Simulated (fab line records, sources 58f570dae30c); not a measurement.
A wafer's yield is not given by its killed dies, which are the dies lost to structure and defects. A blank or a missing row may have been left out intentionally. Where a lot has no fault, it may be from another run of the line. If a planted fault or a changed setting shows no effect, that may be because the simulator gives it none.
Problem report, 8D (eight disciplines) form, completed by code | flow berkeleyCmos170 | the parts of the form that need people (team, actions taken, sign-off) are left out

## 1. WHAT IS WRONG
Mean NSD_TW at UCB170_NSD_TW_MEAS_10: 4056 over 6 wafers in 2 lots; fault-free wafers: 4177, standard deviation 18. That puts it -6.7 standard deviations away from the usual mean.
First observed at day 10 18:04: wafer L204.1, on filmMetro-01. At this step, 42 wafers from 14 lots have a number in the record. Rule for "out", or "out of limits": more than 4 standard deviations from the usual mean. The rest of the wafers with a number are treated as sound.

## 2. WHAT IT IS; WHAT IT IS NOT
question                    | is                         | is not
which readings at this step | NSD_TW                     | -
which lots                  | L204, L205                 | L187, L188, L190, L191, L193, L195, L196, L200, L202, L207, L208, L209
which wafers of those lots  | all that have a number     | -
read on which gauges        | filmMetro-01, filmMetro-02 | filmMetro-04
when                        | from day 10 18:04          | up to then (27 sound wafers); but 9 sound wafers of L207, L208, L209 came after

## 3. SUSPECTS, AND WHAT RULES EACH OUT
Counting: any tool at a process step up to the reading is kept as a suspect provided that every lot that is out went through it and no sound lot did after the first of them.
- the gauge at UCB170_NSD_TW_MEAS_10 has been ruled out. 2 gauges (filmMetro-01, filmMetro-02) read the wafers that are out.
- implanter-02 at UCB170_NSD_IMPLANT_08: kept. Every lot that is out went through it, starting with L204 (day 10 17:49), and after that it ran no sound lot; the last sound lot it ran before then is L196 (day 9 00:53). Out on those wafers are its own readings of beamOnS, faradayCurrentUA.
Left after counting: implanter-02 at UCB170_NSD_IMPLANT_08.

## 4. THE CAUSE (what the simulator had put in)
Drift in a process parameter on implanter-02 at UCB170_NSD_IMPLANT_08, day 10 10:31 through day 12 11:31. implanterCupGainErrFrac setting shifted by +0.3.
Only this tool survived the counting.

## 5. THE EFFECT CHAIN, in route order
One row per reading whose mean, taken over the struck wafers that have a number, lies over 3 standard deviations from the usual. Readings are gone through only where the record gives a usual standard deviation; hours: the median, over the lots, of the time from a lot's start at the first step in this table giving one to that lot's start at this step; sigmas: the change measured in usual standard deviations.
hours | step                       | reading              | usual        | on struck wafers | change | sigmas
0     | UCB170_NSD_IMPLANT_08      | beamOnS              | 9.99 s       | 7.63             | -2.36  | -11
0     | UCB170_NSD_IMPLANT_08      | faradayCurrentUA     | 9140         | 11967            | +2827  | +15
0     | UCB170_NSD_STRIP_09        | oesProductAu         | 0.535 a.u.   | 0.557            | +0.022 | +5.0
0     | UCB170_NSD_STRIP_09        | stripTimeToEndpointS | 35.71 s      | 33.25            | -2.46  | -32
0     | UCB170_NSD_TW_MEAS_10      | NSD_TW               | 4177         | 4056             | -121   | -6.7
2     | UCB170_SDANNEAL_RS_MEAS_03 | NSD_RS               | 37.52 ohm/sq | 43.27            | +5.75  | +64
Here are the process steps it includes:
- UCB170_NSD_IMPLANT_08
- UCB170_NSD_STRIP_09: strips in O2.

## 6. WHAT WOULD HAVE CAUGHT IT SOONER
The first out-of-limits reading at a measuring or inspecting step in this record came at day 10 18:04, 8 hours after the fault's start at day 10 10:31.
Tool's own readings at UCB170_NSD_IMPLANT_08, beamOnS, faradayCurrentUA: out on all struck wafers the step has rows for; an alarm limit on them would have tripped on the first.
Lots out: 2; of these, L205 started UCB170_NSD_IMPLANT_08 on implanter-02 after day 10 18:04. A hold on the tool at that time would have spared it.
